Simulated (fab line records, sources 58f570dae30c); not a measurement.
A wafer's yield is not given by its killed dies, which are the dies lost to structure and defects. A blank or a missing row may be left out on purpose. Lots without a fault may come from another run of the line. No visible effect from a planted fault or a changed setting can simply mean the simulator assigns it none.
fab line records	flow berkeleyCmos170
record: lots: 5	wafers: 15	lastDay: 13
route steps=331 shown PSD@206 NSD@207 PLDD@208 NLDD@209 SILICIDE@210 CONTACT@216
lots that met no fault: from a run of the same line without faults
startH: hours from the record's opening day to when the first of the lot's shown wafers began	waitH: hours from the lot's prior step to this one	" same as the row above	L1.1+2: several wafers, shown together as one row	- no value, or no start was given	* or withheld: withheld	< > ~ a bound
route shown NAME@n: NAME is a module with steps in the file, n the number in the route of the first one	usual: mean and standard deviation over wafers with no fault	same: alike in all rows	chamber/n: place in a boat	sites: the reading at each site	_std_site: standard deviation of those values	_edge_site: inner sites' mean taken away from outer sites' mean	radiusMm: for every site, how far away it sits from the centre of the wafer	mask NAME#n: copy n	behind: the most recent tool/chamber to have shaped the wafer	hold: the reason the lot was held/the length of the hold in hours/how it ended	device: the n, p or np transistor that did not switch	end of line: tests run on the same wafers once the route is complete	a step given without rows: its recipe and nothing more	killed: the dies lost at the first sort to structure and to defects; this is not the yield of the wafer	map: dies across one wafer; x = killed, . = not, _ = none there
set.NAME: the setting the step ran with; set.NAME@STEP: the setting that earlier step ran with	model.NAME: the simulator's own value behind a step, which no gauge read
lots at some steps of the route; a table a step, a row a wafer
services: when a tool's chamber went out of use (startH, in hours from the record's first day, below 0 if earlier), for how many hours, and the reason
== steps ==
step: UCB170_SDANNEAL_RS_MEAS_02
recipe: thkMeasGauge: four-point-probe
usual: PSD_RS: 75.46/0.29
lot.wafer	tool	chamber	startH	waitH	PSD_RS[ohm/sq]
L083.1	filmMetro-04	-	224.68	0.0	76.06
L083.4	"	-	"	"	75.45
L083.6	"	-	"	"	75.39
L087.2	filmMetro-04	-	247.94	0.1	75.53
L087.3	"	-	"	"	75.15
L087.6	"	-	"	"	75.75
L090.3	filmMetro-02	-	248.43	0.1	75.02
L090.5	"	-	"	"	74.79
L090.6	"	-	"	"	74.99
L093.2	filmMetro-01	-	256.07	0.1	75.29
L093.3	"	-	"	"	75.23
L093.5	"	-	"	"	75.62
L097.4	filmMetro-02	-	286.77	0.1	75.16
L097.5	"	-	"	"	75.47
L097.6	"	-	"	"	75.42
step: UCB170_SDANNEAL_RS_MEAS_03
recipe: thkMeasGauge: four-point-probe
usual: NSD_RS: 37.22/0.077
lot.wafer	tool	chamber	startH	waitH	NSD_RS[ohm/sq]
L083.1	filmMetro-04	-	224.80	0.1	37.06
L083.4	"	-	"	"	37.18
L083.6	"	-	"	"	37.14
L087.2	filmMetro-04	-	248.06	0.1	37.14
L087.3	"	-	"	"	37.24
L087.6	"	-	"	"	37.20
L090.3	filmMetro-02	-	248.55	0.1	37.17
L090.5	"	-	"	"	37.25
L090.6	"	-	"	"	37.16
L093.2	filmMetro-01	-	256.19	0.1	37.15
L093.3	"	-	"	"	37.12
L093.5	"	-	"	"	37.16
L097.4	filmMetro-02	-	286.89	0.1	37.23
L097.5	"	-	"	"	37.24
L097.6	"	-	"	"	37.31
step: UCB170_SDANNEAL_RS_MEAS_04
recipe: thkMeasGauge: four-point-probe
usual: PLDD_RS: 1030.0/2.9
lot.wafer	tool	chamber	startH	waitH	PLDD_RS[ohm/sq]
L083.1	filmMetro-04	-	224.92	0.1	1025.2
L083.4	"	-	"	"	1025.0
L083.6	"	-	"	"	1026.6
L087.2	filmMetro-04	-	248.18	0.1	1030.4
L087.3	"	-	"	"	1028.4
L087.6	"	-	"	"	1031.6
L090.3	filmMetro-02	-	248.67	0.1	1033.0
L090.5	"	-	"	"	1033.5
L090.6	"	-	"	"	1030.4
L093.2	filmMetro-01	-	256.31	0.1	1031.6
L093.3	"	-	"	"	1031.2
L093.5	"	-	"	"	1033.6
L097.4	filmMetro-02	-	287.01	0.1	1031.0
L097.5	"	-	"	"	1029.6
L097.6	"	-	"	"	1026.7
step: UCB170_SDANNEAL_RS_MEAS_05
recipe: thkMeasGauge: four-point-probe
usual: NLDD_RS: 615.5/1.5
lot.wafer	tool	chamber	startH	waitH	NLDD_RS[ohm/sq]
L083.1	filmMetro-04	-	225.04	0.1	615.1
L083.4	"	-	"	"	612.7
L083.6	"	-	"	"	615.3
L087.2	filmMetro-04	-	248.30	0.1	614.4
L087.3	"	-	"	"	615.1
L087.6	"	-	"	"	615.0
L090.3	filmMetro-02	-	248.79	0.1	615.6
L090.5	"	-	"	"	616.2
L090.6	"	-	"	"	617.8
L093.2	filmMetro-01	-	256.43	0.1	615.2
L093.3	"	-	"	"	615.1
L093.5	"	-	"	"	615.3
L097.4	filmMetro-02	-	287.13	0.1	616.5
L097.5	"	-	"	"	617.1
L097.6	"	-	"	"	617.0
step: UCB170_SILICIDE_PRE_CLEAN_00
recipe: gas: Ar	precleanEtchTimeS: 60
lot.wafer	tool	chamber	startH	waitH
L083.1+4+6	pvdSputter-01	-	225.16	0.1
L087.2+3+6	pvdSputter-01	-	248.40	0.1
L090.3+5+6	pvdSputter-01	-	248.87	0.1
L093.2+3+5	pvdSputter-04	-	256.53	0.1
L097.4+5+6	pvdSputter-03	-	287.19	0.0
step: UCB170_SILICIDE_SPUTTER_01
recipe: material: Ti	targetThkNm: 30	timeS: 25	powerW: 1500	chamberPressurePa: 0.5
usual: throttleValvePct: 29.7/0.98
lot.wafer	tool	chamber	startH	waitH	throttleValvePct
L083.1	pvdSputter-01	-	225.23	0.0	29.4
L083.4	"	-	"	"	27.9
L083.6	"	-	"	"	29.5
L087.2	pvdSputter-01	-	248.46	0.0	28.1
L087.3	"	-	"	"	29.8
L087.6	"	-	"	"	29.7
L090.3	pvdSputter-01	-	248.94	0.0	27.9
L090.5	"	-	"	"	29.4
L090.6	"	-	"	"	28.2
L093.2	pvdSputter-04	-	256.60	0.0	28.5
L093.3	"	-	"	"	30.5
L093.5	"	-	"	"	28.9
L097.4	pvdSputter-03	-	287.26	0.0	30.2
L097.5	"	-	"	"	29.4
L097.6	"	-	"	"	30.0
step: UCB170_SILICIDE_RS_MEAS_02
recipe: thkMeasGauge: four-point-probe	reads: Ti_of_SILICIDE_SPUTTER_01
usual: SILICIDE_TI_RS: 26.1/0.33
lot.wafer	tool	chamber	startH	waitH	SILICIDE_TI_RS[ohm/sq]
L083.1	filmMetro-02	-	225.26	0.0	26.5
L083.4	"	-	"	"	26.3
L083.6	"	-	"	"	26.0
L087.2	filmMetro-03	-	248.62	0.1	26.3
L087.3	"	-	"	"	26.4
L087.6	"	-	"	"	26.5
L090.3	filmMetro-03	-	249.01	0.1	26.3
L090.5	"	-	"	"	26.1
L090.6	"	-	"	"	26.1
L093.2	filmMetro-01	-	256.65	0.0	26.1
L093.3	"	-	"	"	25.9
L093.5	"	-	"	"	26.4
L097.4	filmMetro-01	-	287.35	0.1	26.1
L097.5	"	-	"	"	26.5
L097.6	"	-	"	"	26.5
step: UCB170_SILICIDE_THK_MEAS_03
recipe: thkMeasGauge: xrf	reads: Ti_of_SILICIDE_SPUTTER_01
usual: SILICIDE_TI_THK: 29.4/0.35
lot.wafer	tool	chamber	startH	waitH	SILICIDE_TI_THK[nm]
L083.1	filmMetro-02	-	225.38	0.1	28.9
L083.4	"	-	"	"	29.3
L083.6	"	-	"	"	29.8
L087.2	filmMetro-03	-	248.73	0.1	29.3
L087.3	"	-	"	"	29.4
L087.6	"	-	"	"	29.2
L090.3	filmMetro-03	-	249.11	0.1	29.3
L090.5	"	-	"	"	29.5
L090.6	"	-	"	"	29.6
L093.2	filmMetro-01	-	256.76	0.1	29.2
L093.3	"	-	"	"	29.5
L093.5	"	-	"	"	29.2
L097.4	filmMetro-01	-	287.44	0.1	29.3
L097.5	"	-	"	"	29.0
L097.6	"	-	"	"	29.0
step: UCB170_SILICIDE_RTA_04
recipe: tempC: 650	timeS: 15	ambient: N2
usual: chamberO2Ppm: 1.999/0.024	lampPowerPct: 10.54/0.14	wafer_temp_C_max: 652.8/0.79
lot.wafer	tool	chamber	startH	waitH	chamberO2Ppm	lampPowerPct	wafer_temp_C_max
L083.1	rtpAnneal-01	0	225.44	0.1	1.973	10.40	651.9
L083.4	"	0	"	"	2.004	10.41	651.1
L083.6	"	0	"	"	1.984	10.41	653.0
L087.2	rtpAnneal-02	0	248.80	0.1	1.990	10.69	653.2
L087.3	"	0	"	"	1.960	10.68	652.8
L087.6	"	0	"	"	2.017	10.68	653.4
L090.3	rtpAnneal-02	0	249.18	0.1	2.033	10.67	653.4
L090.5	"	0	"	"	1.999	10.68	653.7
L090.6	"	0	"	"	1.992	10.67	652.5
L093.2	rtpAnneal-02	0	256.82	0.1	1.985	10.67	652.5
L093.3	"	0	"	"	2.026	10.69	652.8
L093.5	"	0	"	"	1.984	10.66	652.3
L097.4	rtpAnneal-02	0	287.51	0.1	1.979	10.69	653.0
L097.5	"	0	"	"	2.006	10.67	654.7
L097.6	"	0	"	"	2.027	10.67	653.3
step: UCB170_SILICIDE_WET_ETCH_05
recipe: chemistry: SPM	timeS: 45	tempC: 120	target: Ti
usual: bathGuardTempC: 120.0/0.69
lot.wafer	tool	chamber	startH	waitH	bathGuardTempC
L083.1	wetBench-01	2	225.51	0.1	121.1
L083.4	"	2	"	"	121.1
L083.6	"	2	"	"	120.8
L087.2	wetBench-01	1	248.86	0.1	119.7
L087.3	"	1	"	"	119.5
L087.6	"	1	"	"	119.8
L090.3	wetBench-01	2	249.32	0.1	120.8
L090.5	"	2	"	"	120.8
L090.6	"	2	"	"	120.4
L093.2	wetBench-04	2	256.88	0.1	120.1
L093.3	"	2	"	"	120.0
L093.5	"	2	"	"	119.6
L097.4	wetBench-01	1	287.54	0.0	119.6
L097.5	"	1	"	"	120.3
L097.6	"	1	"	"	119.7
step: UCB170_CONTACT_CLEAN_00
recipe: chemistry: SPM	tempC: 120	timeS: 600
usual: bathGuardTempC: 120.0/0.63
lot.wafer	tool	chamber	startH	waitH	bathGuardTempC
L083.1	wetBench-01	2	225.53	0.0	121.0
L083.4	"	2	"	"	120.4
L083.6	"	2	"	"	121.0
L087.2	wetBench-01	0	248.88	0.0	120.3
L087.3	"	0	"	"	120.3
L087.6	"	0	"	"	119.9
L090.3	wetBench-01	2	249.52	0.2	120.7
L090.5	"	2	"	"	120.7
L090.6	"	2	"	"	120.8
L093.2	wetBench-01	3	256.91	0.0	118.9
L093.3	"	3	"	"	118.9
L093.5	"	3	"	"	118.8
L097.4	wetBench-01	2	287.57	0.0	120.7
L097.5	"	2	"	"	121.0
L097.6	"	2	"	"	120.6
step: UCB170_CONTACT_CVD_01
recipe: material: PSG	targetThkNm: 700	tempC: 450	precursor: SiH4/O2/PH3	timeS: 2820	pressureMtorr: 300	sih4FlowSccm: 60	o2FlowSccm: 90	ph3FlowSccm: 25
usual: pressureMtorr: 299.9/0.61
lot.wafer	tool	chamber	startH	waitH	pressureMtorr
L083.1	lpcvd-02	1	225.92	0.2	299.6
L083.4	"	1	"	"	300.5
L083.6	"	1	"	"	300.5
L087.2	lpcvd-01	0	249.05	0.0	299.5
L087.3	"	0	"	"	299.6
L087.6	"	0	"	"	299.5
L090.3	lpcvd-02	1	250.79	1.1	299.1
L090.5	"	1	"	"	298.8
L090.6	"	1	"	"	300.4
L093.2	lpcvd-02	1	257.08	0.0	299.6
L093.3	"	1	"	"	298.8
L093.5	"	1	"	"	299.7
L097.4	lpcvd-01	1	287.86	0.1	299.9
L097.5	"	1	"	"	299.4
L097.6	"	1	"	"	299.5
step: UCB170_CONTACT_THK_MEAS_02
recipe: reads: PSG_of_CONTACT_CVD_01
usual: CONTACT_PSG_THK: 700/6.6
lot.wafer	tool	chamber	startH	waitH	CONTACT_PSG_THK[nm]
L083.1	filmMetro-03	-	227.73	0.0	701
L083.4	"	-	"	"	700
L083.6	"	-	"	"	697
L087.2	filmMetro-03	-	250.85	0.0	694
L087.3	"	-	"	"	699
L087.6	"	-	"	"	697
L090.3	filmMetro-01	-	252.59	0.0	704
L090.5	"	-	"	"	702
L090.6	"	-	"	"	708
L093.2	filmMetro-03	-	258.87	0.0	700
L093.3	"	-	"	"	699
L093.5	"	-	"	"	701
L097.4	filmMetro-01	-	289.67	0.0	687
L097.5	"	-	"	"	689
L097.6	"	-	"	"	697
step: UCB170_CONTACT_HMDS_03
recipe: primeTimeS: 60	primeTempC: 100
lot.wafer	tool	chamber	startH	waitH
L083.1+4+6	lithoTrack-01	0	227.79	0.1
L087.2+3+6	lithoTrack-04	0	251.10	0.2
L090.3+5+6	lithoTrack-01	0	253.01	0.4
L093.2+3+5	lithoTrack-03	0	259.13	0.2
L097.4+5+6	lithoTrack-01	0	290.03	0.3
step: UCB170_CONTACT_COAT_04
recipe: resist: KrF	spinRpm: 1500	resistThkNm: 900
usual: dispensePressureKPa: 53/3.6
lot.wafer	tool	chamber	startH	waitH	dispensePressureKPa
L083.1	lithoTrack-01	0	227.94	0.1	48
L083.4	"	0	"	"	48
L083.6	"	0	"	"	48
L087.2	lithoTrack-04	0	251.25	0.1	50
L087.3	"	0	"	"	50
L087.6	"	0	"	"	50
L090.3	lithoTrack-01	0	253.16	0.1	48
L090.5	"	0	"	"	48
L090.6	"	0	"	"	48
L093.2	lithoTrack-03	0	259.28	0.1	57
L093.3	"	0	"	"	57
L093.5	"	0	"	"	57
L097.4	lithoTrack-01	0	290.18	0.1	48
L097.5	"	0	"	"	48
L097.6	"	0	"	"	48
step: UCB170_CONTACT_SOFTBAKE_05
recipe: resist: KrF	tempC: 130	timeS: 60
lot.wafer	tool	chamber	startH	waitH
L083.1+4+6	lithoTrack-01	0	228.09	0.1
L087.2+3+6	lithoTrack-04	0	251.40	0.1
L090.3+5+6	lithoTrack-01	0	253.31	0.1
L093.2+3+5	lithoTrack-03	0	259.43	0.1
L097.4+5+6	lithoTrack-01	0	290.33	0.1
step: UCB170_CONTACT_STRIP_06
recipe: chemistry: O2	powerW: 400	pressureMtorr: 3500	platenTempC: withheld	o2FlowSccm: 400	overashFraction: 0.5
usual: drypumpMotorCurrentA: 6.00/0.28	oesProductAu: 0.735/0.0048	stripTimeToEndpointS: 22.00/0.069
lot.wafer	tool	chamber	startH	waitH	drypumpMotorCurrentA	oesProductAu	rfHoursCounterH	stripTimeToEndpointS
L083.1	plasmaAsher-01	1	228.24	0.1	6.01	0.739	12	22.10
L083.4	"	0	"	"	5.89	0.734	-	22.11
L083.6	"	1	"	"	5.99	0.749	-	22.05
L087.2	plasmaAsher-04	0	251.53	0.1	6.30	0.735	48	22.12
L087.3	"	1	"	"	5.70	0.732	-	22.09
L087.6	"	0	"	"	6.30	0.728	-	22.04
L090.3	plasmaAsher-01	1	253.44	0.1	6.06	0.736	-	22.00
L090.5	"	0	"	"	5.89	0.731	-	21.95
L090.6	"	1	"	"	6.04	0.735	-	21.98
L093.2	plasmaAsher-01	1	259.55	0.1	6.01	0.732	15	21.94
L093.3	"	0	"	"	5.86	0.742	-	21.89
L093.5	"	0	"	"	5.89	0.733	-	21.84
L097.4	plasmaAsher-01	0	290.43	0.1	5.91	0.731	-	22.10
L097.5	"	1	"	"	6.02	0.732	-	22.04
L097.6	"	0	"	"	5.89	0.729	-	22.11
step: UCB170_CONTACT_CLEAN_07
recipe: chemistry: SPM	tempC: 120	timeS: 600
usual: bathGuardTempC: 119.8/0.65
lot.wafer	tool	chamber	startH	waitH	bathGuardTempC
L083.1	wetBench-01	0	228.49	0.2	119.8
L083.4	"	0	"	"	119.8
L083.6	"	0	"	"	119.9
L087.2	wetBench-01	2	251.66	0.1	120.7
L087.3	"	2	"	"	120.9
L087.6	"	2	"	"	120.6
L090.3	wetBench-01	0	253.51	0.0	120.0
L090.5	"	0	"	"	119.8
L090.6	"	0	"	"	120.2
L093.2	wetBench-01	3	259.65	0.1	118.9
L093.3	"	3	"	"	119.1
L093.5	"	3	"	"	119.0
L097.4	wetBench-01	2	290.51	0.0	120.5
L097.5	"	2	"	"	120.3
L097.6	"	2	"	"	120.5
step: UCB170_CONTACT_RTA_08
recipe: tempC: 900	timeS: 10	ambient: N2
usual: chamberO2Ppm: 1.997/0.025	lampPowerPct: 24.6/0.32	wafer_temp_C_max: 904.1/0.99
lot.wafer	tool	chamber	startH	waitH	chamberO2Ppm	lampPowerPct	wafer_temp_C_max
L083.1	rtpAnneal-01	0	228.67	0.0	1.997	24.3	902.7
L083.4	"	0	"	"	2.021	24.2	903.6
L083.6	"	0	"	"	1.998	24.2	903.2
L087.2	rtpAnneal-01	0	251.85	0.0	2.016	24.2	904.0
L087.3	"	0	"	"	1.995	24.3	903.5
L087.6	"	0	"	"	1.991	24.2	902.8
L090.3	rtpAnneal-01	0	253.71	0.0	2.019	24.3	903.5
L090.5	"	0	"	"	2.027	24.2	903.9
L090.6	"	0	"	"	2.009	24.3	903.2
L093.2	rtpAnneal-01	0	259.84	0.0	1.930	24.3	902.8
L093.3	"	0	"	"	1.977	24.2	902.9
L093.5	"	0	"	"	1.984	24.3	903.0
L097.4	rtpAnneal-02	0	290.72	0.0	1.987	24.9	904.4
L097.5	"	0	"	"	2.037	24.9	904.1
L097.6	"	0	"	"	2.005	24.9	904.4
step: UCB170_CONTACT_COAT_09
recipe: resist: BARC	tempC: withheld	timeS: withheld	spinRpm: 3000	resistThkNm: withheld
usual: dispensePressureKPa: 52/3.5
lot.wafer	tool	chamber	startH	waitH	dispensePressureKPa
L083.1	lithoTrack-01	0	228.97	0.3	48
L083.4	"	0	"	"	48
L083.6	"	0	"	"	48
L087.2	lithoTrack-04	0	252.10	0.2	50
L087.3	"	0	"	"	50
L087.6	"	0	"	"	50
L090.3	lithoTrack-04	0	254.31	0.6	50
L090.5	"	0	"	"	50
L090.6	"	0	"	"	51
L093.2	lithoTrack-01	0	260.01	0.2	48
L093.3	"	0	"	"	48
L093.5	"	0	"	"	48
L097.4	lithoTrack-03	0	291.11	0.4	57
L097.5	"	0	"	"	57
L097.6	"	0	"	"	57
step: UCB170_CONTACT_COAT_10
recipe: resist: KrF	spinRpm: 1500	resistThkNm: 900
usual: dispensePressureKPa: 52/3.5
lot.wafer	tool	chamber	startH	waitH	dispensePressureKPa
L083.1	lithoTrack-01	0	-	-	48
L083.4	"	0	"	"	48
L083.6	"	0	"	"	48
L087.2	lithoTrack-04	0	-	-	50
L087.3	"	0	"	"	50
L087.6	"	0	"	"	50
L090.3	lithoTrack-04	0	-	-	50
L090.5	"	0	"	"	50
L090.6	"	0	"	"	50
L093.2	lithoTrack-01	0	-	-	48
L093.3	"	0	"	"	48
L093.5	"	0	"	"	48
L097.4	lithoTrack-03	0	-	-	57
L097.5	"	0	"	"	57
L097.6	"	0	"	"	57
step: UCB170_CONTACT_SOFTBAKE_11
recipe: resist: KrF	tempC: 130	timeS: 60
lot.wafer	tool	chamber	startH	waitH
L083.1+4+6	lithoTrack-01	0	-	-
L087.2+3+6	lithoTrack-04	0	-	-
L090.3+5+6	lithoTrack-04	0	-	-
L093.2+3+5	lithoTrack-01	0	-	-
L097.4+5+6	lithoTrack-03	0	-	-
step: UCB170_CONTACT_EXPOSE_12
recipe: maskId: CONT	targetCdNm: 700	na: 0.5	sigmaOuter: 0.6	sourceShape: conventional	doseMj: 35
usual: reticleTempC: 23.00/0.1
lot.wafer	tool	chamber	startH	waitH	mask	reticleTempC
L083.1	krfScanner-02	0	229.42	-	CONT#0	22.98
L083.4	"	0	"	"	CONT#0	22.96
L083.6	"	0	"	"	CONT#0	23.04
L087.2	krfScanner-01	0	252.55	-	CONT#0	23.11
L087.3	"	0	"	"	CONT#0	23.10
L087.6	"	0	"	"	CONT#0	23.06
L090.3	krfScanner-02	0	254.74	-	CONT#0	23.17
L090.5	"	0	"	"	CONT#0	23.30
L090.6	"	0	"	"	CONT#0	23.14
L093.2	krfScanner-01	0	260.62	-	CONT#0	22.91
L093.3	"	0	"	"	CONT#0	22.87
L093.5	"	0	"	"	CONT#0	22.94
L097.4	krfScanner-01	0	291.54	-	CONT#0	23.17
L097.5	"	0	"	"	CONT#0	23.01
L097.6	"	0	"	"	CONT#0	23.17
step: UCB170_CONTACT_PEB_13
recipe: pebTempC: 130	pebTimeS: withheld	resist: KrF
lot.wafer	tool	chamber	startH	waitH
L083.1+4+6	lithoTrack-03	0	229.53	0.1
L087.2+3+6	lithoTrack-03	0	253.07	0.5
L090.3+5+6	lithoTrack-03	0	255.27	0.5
L093.2+3+5	lithoTrack-03	0	261.00	0.4
L097.4+5+6	lithoTrack-01	0	291.87	0.3
step: UCB170_CONTACT_DEVELOP_14
recipe: developer: TMAH	developTimeS: 45	resist: KrF	devTempC: 21
lot.wafer	tool	chamber	startH	waitH
L083.1+4+6	lithoTrack-03	0	-	-
L087.2+3+6	lithoTrack-03	0	-	-
L090.3+5+6	lithoTrack-03	0	-	-
L093.2+3+5	lithoTrack-03	0	-	-
L097.4+5+6	lithoTrack-01	0	-	-
step: UCB170_CONTACT_CD_MEAS_15
recipe: targetCdNm: 700
usual: cdNm: 699.7/1.2
lot.wafer	tool	chamber	startH	waitH	cdNm
L083.1	cdSem-02	-	229.81	-	698.1
L083.4	"	-	"	"	697.7
L083.6	"	-	"	"	698.6
L087.2	cdSem-02	-	253.34	-	698.0
L087.3	"	-	"	"	699.0
L087.6	"	-	"	"	698.6
L090.3	cdSem-01	-	255.54	-	698.2
L090.5	"	-	"	"	699.3
L090.6	"	-	"	"	697.5
L093.2	cdSem-02	-	261.27	-	701.0
L093.3	"	-	"	"	700.7
L093.5	"	-	"	"	699.9
L097.4	cdSem-02	-	292.13	-	698.4
L097.5	"	-	"	"	698.4
L097.6	"	-	"	"	698.5
step: UCB170_CONTACT_OVL_MEAS_16
usual: CONTACT_OVL: 2/5.3
lot.wafer	tool	chamber	startH	waitH	CONTACT_OVL[nm]
L083.1	overlay-01	-	229.93	0.1	-1
L083.4	"	-	"	"	-1
L083.6	"	-	"	"	1
L087.2	overlay-01	-	253.45	0.1	-8
L087.3	"	-	"	"	-4
L087.6	"	-	"	"	4
L090.3	overlay-01	-	255.63	0.1	-5
L090.5	"	-	"	"	-9
L090.6	"	-	"	"	-3
L093.2	overlay-01	-	261.37	0.1	0
L093.3	"	-	"	"	-1
L093.5	"	-	"	"	-12
L097.4	overlay-01	-	292.21	0.1	6
L097.5	"	-	"	"	10
L097.6	"	-	"	"	11
step: UCB170_CONTACT_ETCH_17
recipe: chemistry: N2/H2	targetDepthA: withheld	overetchA: withheld	target: BARC	timeS: withheld	sourceW: 500	biasW: 100	pressureMtorr: 30	n2FlowSccm: 100	h2FlowSccm: 200
usual: drypumpMotorCurrentA: 5.8/0.56	n2FlowSccm: 100.01/0.29	oesProductAu: 1.005/0.02	throttleValvePct: 13.33/0.16
lot.wafer	tool	chamber	startH	waitH	drypumpMotorCurrentA	n2FlowSccm	oesProductAu	throttleValvePct
L083.1	rieDiel-02	1	229.96	0.0	5.8	99.48	1.011	13.01
L083.4	"	2	"	"	6.5	100.29	1.036	13.62
L083.6	"	1	"	"	5.8	99.78	1.002	13.01
L087.2	rieDiel-01	2	253.48	0.0	5.1	100.18	0.977	13.28
L087.3	"	1	"	"	5.0	99.93	0.992	13.29
L087.6	"	0	"	"	6.5	100.25	1.011	13.58
L090.3	rieDiel-01	2	255.65	0.0	5.1	99.86	0.972	13.28
L090.5	"	0	"	"	6.4	100.36	1.018	13.58
L090.6	"	1	"	"	5.0	100.24	0.997	13.29
L093.2	rieDiel-01	1	261.40	0.0	5.0	99.63	0.975	13.27
L093.3	"	0	"	"	6.4	99.85	1.007	13.57
L093.5	"	1	"	"	5.0	100.11	0.992	13.28
L097.4	rieDiel-01	3	292.22	0.0	6.3	99.64	1.014	13.25
L097.5	"	2	"	"	5.1	99.60	0.981	13.27
L097.6	"	1	"	"	5.0	99.70	1.001	13.28
step: UCB170_CONTACT_ETCH_18
recipe: chemistry: CHF3/CF4/Ar	target: PSG	stopOn: TiSi2	CHF3_flow_sccm: 45	cf4FlowSccm: 15	Ar_flow_sccm: 150	pressureMtorr: 200	rfW: 700	targetDepthA: 8400	overEtchFrac: 0.2	timeS: 195
usual: drypumpMotorCurrentA: 5.8/0.56	oesProductAu: 0.895/0.012	throttleValvePct: 6.94/0.11
lot.wafer	tool	chamber	startH	waitH	drypumpMotorCurrentA	oesProductAu	rfHoursCounterH	throttleValvePct
L083.1	rieDiel-02	1	-	-	5.8	0.899	40	6.68
L083.4	"	2	"	"	6.5	0.919	1	7.07
L083.6	"	1	"	"	5.8	0.889	-	6.69
L087.2	rieDiel-01	2	-	-	5.1	0.878	72	6.95
L087.3	"	1	"	"	5.0	0.892	1	6.95
L087.6	"	0	"	"	6.5	0.889	-	7.11
L090.3	rieDiel-01	2	-	-	5.1	0.893	72	6.96
L090.5	"	0	"	"	6.5	0.899	-	7.09
L090.6	"	1	"	"	5.0	0.890	-	6.94
L093.2	rieDiel-01	1	-	-	5.0	0.886	1	6.93
L093.3	"	0	"	"	6.5	0.896	98	7.10
L093.5	"	1	"	"	5.0	0.884	-	6.94
L097.4	rieDiel-01	3	-	-	6.3	0.873	124	6.92
L097.5	"	2	"	"	5.1	0.866	-	6.94
L097.6	"	1	"	"	5.0	0.883	-	6.93
step: UCB170_CONTACT_STRIP_19
recipe: chemistry: O2	powerW: 400	pressureMtorr: 3500	platenTempC: withheld	o2FlowSccm: 400	overashFraction: 0.5
usual: drypumpMotorCurrentA: 6.01/0.29	oesProductAu: 0.725/0.0046
lot.wafer	tool	chamber	startH	waitH	drypumpMotorCurrentA	oesProductAu	rfHoursCounterH
L083.1	plasmaAsher-04	1	230.13	-	5.73	0.718	45
L083.4	"	0	"	"	6.30	0.720	-
L083.6	"	0	"	"	6.30	0.726	-
L087.2	plasmaAsher-04	0	253.64	-	6.30	0.722	48
L087.3	"	0	"	"	6.30	0.729	-
L087.6	"	1	"	"	5.73	0.723	-
L090.3	plasmaAsher-04	0	255.85	-	6.30	0.724	-
L090.5	"	0	"	"	6.28	0.727	-
L090.6	"	1	"	"	5.68	0.738	-
L093.2	plasmaAsher-02	1	261.57	-	6.51	0.722	53
L093.3	"	1	"	"	6.48	0.719	-
L093.5	"	0	"	"	5.67	0.722	-
L097.4	plasmaAsher-01	0	292.43	-	5.88	0.726	-
L097.5	"	1	"	"	6.00	0.727	-
L097.6	"	0	"	"	5.87	0.726	-
== services ==
tool	chamber	startH	hours	kind
plasmaAsher-01	-	207.41	2.8	pm
krfScanner-02	-	212.42	1.0	pm
rieDiel-01	1	216.42	-	clean
rieDiel-01	1	216.42	17.9	scheduledDown
rieDiel-01	1	216.42	17.9	ventCycle
krfScanner-01	-	225.76	0.8	pm
krfScanner-01	-	229.44	1.0	pm
krfScanner-02	-	243.79	1.7	repair
pvdSputter-03	-	248.66	2.3	repair
krfScanner-02	-	249.57	0.6	repair
pvdSputter-01	-	250.87	14.6	repair
krfScanner-01	-	254.72	5.1	repair
krfScanner-02	-	259.87	1.3	pm
lpcvd-02	-	279.90	4.3	pm
krfScanner-01	0	283.07	-	calibration
pvdSputter-03	-	283.83	2.9	repair
plasmaAsher-04	-	284.63	1.3	repair
rtpAnneal-01	-	290.50	4.5	pm
krfScanner-02	-	291.55	1.2	repair
== key ==
fault none
